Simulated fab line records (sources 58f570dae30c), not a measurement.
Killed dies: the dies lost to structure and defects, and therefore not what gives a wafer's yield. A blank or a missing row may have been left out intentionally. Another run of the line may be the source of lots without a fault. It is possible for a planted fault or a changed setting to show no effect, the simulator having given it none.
A struck lot beside a sound one + flow berkeley cmos170 + 27 out of 331 route steps
Sound: wafers L290.2, L290.4, L290.5. Wafers struck: L293.2, L293.5, L293.6. The cause comes at the end.
For every step that has rows: the tool of each side, followed by ch and its chambers, followed by its first start. Under that, the readings that differ: sound wafers + struck wafers + difference of the means + sigmas: that difference in standard deviations of wafers without a fault.
alike: readings whose means differ by less than 2 such deviations, and words and numbers that are the same on both sides. not compared: withheld readings, readings that some wafer has no value for, bounds like >300 that may hide the same value, and numbers for which the record gives no deviation and whose values overlap.
A row with sigmas, a row that says differs or no value, or rows on one side alone: a step with any of these is where the two part. Non-overlapping numbers with no deviation appear without sigmas and do not part them. Lack of a reading on every wafer of one side parts them only where that side has two or more wafers.

UCB170_SPACER_THK_MEAS_01:
  struck on film metro-02, day 7 11:13; sound on film metro-04, day 7 04:08
  alike: SPACER_TEOS_THK
then, 1 step without rows for these wafers: UCB170_SPACER_ANNEAL_02 (time 1800 s).
UCB170_SPACER_ETCHBACK_03: etches SiO2 in CHF3/CF4/Ar, stops on Si, target depth 376 nm, time 100 s.
  sound on rie diel-01 ch 0,2,3, day 7 10:04; struck on rie diel-02 ch 1,2,3, day 7 16:03
  alike: drypump motor current A, oes product au, throttle valve pct
  not compared: rf hours counter h
then, 6 steps without rows for these wafers: UCB170_PSD_HMDS_00 (prime time 60 s); UCB170_PSD_COAT_01 (resist thk 900 nm); UCB170_PSD_SOFTBAKE_02 (time 60 s); UCB170_PSD_EXPOSE_03 (exposes mask PSELECT MOD, target cd 1200 nm); UCB170_PSD_PEB_04; UCB170_PSD_DEVELOP_05 (develop time 45 s).
UCB170_PSD_CD_MEAS_06 targets a cd of 1200 nm.
  struck on cd sem-02, day 7 17:00; sound on cd sem-02, day 7 11:32
  alike: cd nm
UCB170_PSD_OVL_MEAS_07:
  struck on overlay-01, day 7 17:07; sound on overlay-01, day 7 11:38
  alike: PSD_OVL
next, for these wafers, 1 step has no rows: UCB170_PSD_IMPLANT_08.
UCB170_PSD_STRIP_09: strips in O2.
  sound on plasma asher-02 ch 0,1, day 7 11:49; struck on plasma asher-02 ch 0,1, day 7 17:17
| reading                              | sound             | struck            | difference                    | sigmas |
|--------------------------------------|-------------------|-------------------|-------------------------------|--------|
| oes product au (a.u.)                | 0.596 0.600 0.601 | 0.434 0.454 0.437 | -0.157                        | -31    |
| strip time to endpoint s (s)         | 29.38 29.46 29.52 | - - -             | no value on the struck wafers |        |
| model.KrF_of_PSD_COAT_01.thk nm (nm) | 0 0 0             | 690.1 689.5 691.3 | +690.3                        |        |
  alike: drypump motor current A
  not compared: rf hours counter h
UCB170_PSD_TW_MEAS_10:
  struck on film metro-03, day 7 17:24; sound on film metro-03, day 7 11:56
  alike: PSD_TW
then, 7 steps without rows for these wafers: UCB170_PSD_CLEAN_11 (cleans in SPM, time 600 s); UCB170_NSD_HMDS_00 (prime time 60 s); UCB170_NSD_COAT_01 (resist thk 900 nm); UCB170_NSD_SOFTBAKE_02 (time 60 s); UCB170_NSD_EXPOSE_03 (exposes mask NSELECT MOD, target cd 1200 nm); UCB170_NSD_PEB_04; UCB170_NSD_DEVELOP_05 (develop time 45 s).
UCB170_NSD_CD_MEAS_06 targets a cd of 1200 nm.
  struck on cd sem-01, day 7 20:11; sound on cd sem-01, day 7 13:08
  alike: cd nm
UCB170_NSD_OVL_MEAS_07:
  struck on overlay-01, day 7 20:17; sound on overlay-01, day 7 13:15
  alike: NSD_OVL
next, for these wafers, 1 step has no rows: UCB170_NSD_IMPLANT_08.
UCB170_NSD_STRIP_09: strips in O2.
  sound on plasma asher-04 ch 0,1, day 7 13:26; struck on plasma asher-04 ch 0,1, day 7 20:28
| reading                      | sound             | struck            | difference | sigmas      |
|------------------------------|-------------------|-------------------|------------|-------------|
| oes product au (a.u.)        | 0.533 0.544 0.534 | 0.607 0.611 0.603 | +0.070     | +15         |
| strip time to endpoint s (s) | 35.70 35.79 35.73 | 56.10 56.04 56.17 | +20.36     | +99 or more |
  alike: drypump motor current A
  not compared: rf hours counter h
UCB170_NSD_TW_MEAS_10:
  struck on film metro-01, day 7 20:35; sound on film metro-03, day 7 13:32
| reading | sound          | struck   | difference | sigmas      |
|---------|----------------|----------|------------|-------------|
| NSD_TW  | 4182 4166 4178 | 30 30 30 | -4145      | -99 or more |
then, 1 step without rows for these wafers: UCB170_NSD_CLEAN_11 (cleans in SPM, time 600 s).

## WHERE THEY PART
First at UCB170_PSD_STRIP_09; last, within this record, at UCB170_NSD_TW_MEAS_10.

WHY: the cause the simulator had injected
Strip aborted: plasma asher-02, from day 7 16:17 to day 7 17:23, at UCB170_PSD_STRIP_09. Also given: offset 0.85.
